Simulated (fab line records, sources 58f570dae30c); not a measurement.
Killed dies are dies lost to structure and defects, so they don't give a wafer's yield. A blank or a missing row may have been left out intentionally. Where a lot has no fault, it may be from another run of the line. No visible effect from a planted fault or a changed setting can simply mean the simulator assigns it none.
A lot that was struck, set against a sound lot	flow berkeley-cmos170	17 steps out of a route of 331
Sound: the wafers L809.1, L809.3, L809.4. Wafers struck: L811.1, L811.3, L811.4. Last of all comes the cause.
Order at every step that has rows: each side's tool, ch and its chambers, its first start. Under that, the readings that differ: sound wafers	struck wafers	difference of the means	sigmas: that difference in standard deviations of wafers without a fault.
alike: a reading whose means differ by less than 2 such deviations, as well as words and numbers matching on both sides. not compared: withheld readings; readings where some wafer has no value; bounds like >300 that might hide an equal value; numbers whose values overlap and for which the record gives no deviation.
Wherever a step has rows on one side only, a row that says differs or no value, or a row with sigmas, the two part there. Numbers that have no deviation but don't overlap get no sigmas and don't part them. A reading missing from all wafers of one side parts the sides only when that side holds two or more wafers.

UCB170_NWELL_THK_MEAS_02:
  struck on film-metro-01, day 3 22:08; sound on film-metro-04, day 3 14:04
  alike: NWELL_OXIDE_THK
then, 2 steps without rows for these wafers: UCB170_NWELL_ANNEAL_03 (time 900 s); UCB170_NWELL_CVD_04 (deposits Si3N4 from SiH2Cl2/NH3, target thk 224 nm, time 3360 s).
UCB170_NWELL_THK_MEAS_05:
  struck on film-metro-01, day 4 07:49; sound on film-metro-04, day 3 22:08
  alike: NWELL_NITRIDE_THK
then, 6 steps without rows for these wafers: UCB170_NWELL_HMDS_06 (prime time 60 s); UCB170_NWELL_COAT_07 (resist thk 900 nm); UCB170_NWELL_SOFTBAKE_08 (time 60 s); UCB170_NWELL_EXPOSE_09 (exposes mask NWELL, target cd 3000 nm); UCB170_NWELL_PEB_10; UCB170_NWELL_DEVELOP_11 (develop time 45 s).
UCB170_NWELL_OVL_MEAS_12:
  struck on overlay-01, day 4 09:17; sound on overlay-02, day 4 00:56
  alike: NWELL_OVL
UCB170_NWELL_ETCH_13: etches Si3N4 in CH3F/Ar/O2, stops on SiO2, target depth 246.4 nm, time 154 s.
  sound on rie-diel-03 ch 1,2,3, day 4 00:59; struck on rie-diel-01 ch 0,1,2, day 4 09:19
reading	sound	struck	difference	sigmas
rf-hours-counter-h (h)	9 9 1	63 115 121	+93	
  alike: drypump-motor-current-A, oes-product-au, throttle-valve-pct
UCB170_NWELL_IMPLANT_14:
  sound on implanter-02 ch 0, day 4 01:05; struck on implanter-02 ch 0, day 4 09:25
reading	sound	struck	difference	sigmas
beam-energy-keV	149.85 149.91 149.96	183.11 183.00 183.12	+33.17	+99 or more
dose-ions-cm2	9.992e+12 9.975e+12 9.985e+12	1.001e+13 1.0017e+13 1.0012e+13	+2.900e+10	+3
model.implant.rp-nm (nm)	184.2 184.2 184.2	233.4 233.4 233.4	+49.2	
model.implant.drp-nm (nm)	62.72 62.72 62.72	72.68 72.68 72.68	+9.96	
  alike: beam-on-s
UCB170_NWELL_STRIP_15: strips in O2.
  sound on plasma-asher-01 ch 0,1, day 4 01:14; struck on plasma-asher-03 ch 0,1, day 4 09:34
  alike: drypump-motor-current-A, oes-product-au, strip-time-to-endpoint-s
  not compared: rf-hours-counter-h
UCB170_NWELL_TW_MEAS_16:
  struck on film-metro-02, day 4 09:40; sound on film-metro-01, day 4 01:20
reading	sound	struck	difference	sigmas
NWELL_TW	1243 1243 1234	1287 1284 1286	+46	+5
then, 1 step without rows for these wafers: UCB170_NWELL_CLEAN_17 (cleans in SPM, time 600 s).
-- the record jumps here: 6 days lie between the struck wafers' starts before and after (it left off in module NWELL and takes up again in module M3, whose first step shown is number 331 of the route) --
UCB170_M3_PROBE_99:
  struck on prober-02, day 10 17:02; sound on prober-01, day 10 14:43
reading	sound	struck	difference	sigmas
model.etest.nwell-pinched.rs-ohm-sq	1299 1305 1291	1271 1269	-28	
model.etest.nwell.rs-ohm-sq	871.9 871.8 869.7	840.6 847.7	-27.0	
model.etest.nwell.line-ohm-um	366.8 369.6 361.2	358.8 358.4	-7.3	

## WHERE THEY PART
Last at UCB170_NWELL_TW_MEAS_16 as far as this record goes, first at UCB170_NWELL_IMPLANT_14.

WHY: what had been put in by the simulator
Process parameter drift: implanter-02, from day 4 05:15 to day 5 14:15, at UCB170_NWELL_IMPLANT_14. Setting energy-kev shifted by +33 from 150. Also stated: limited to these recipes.
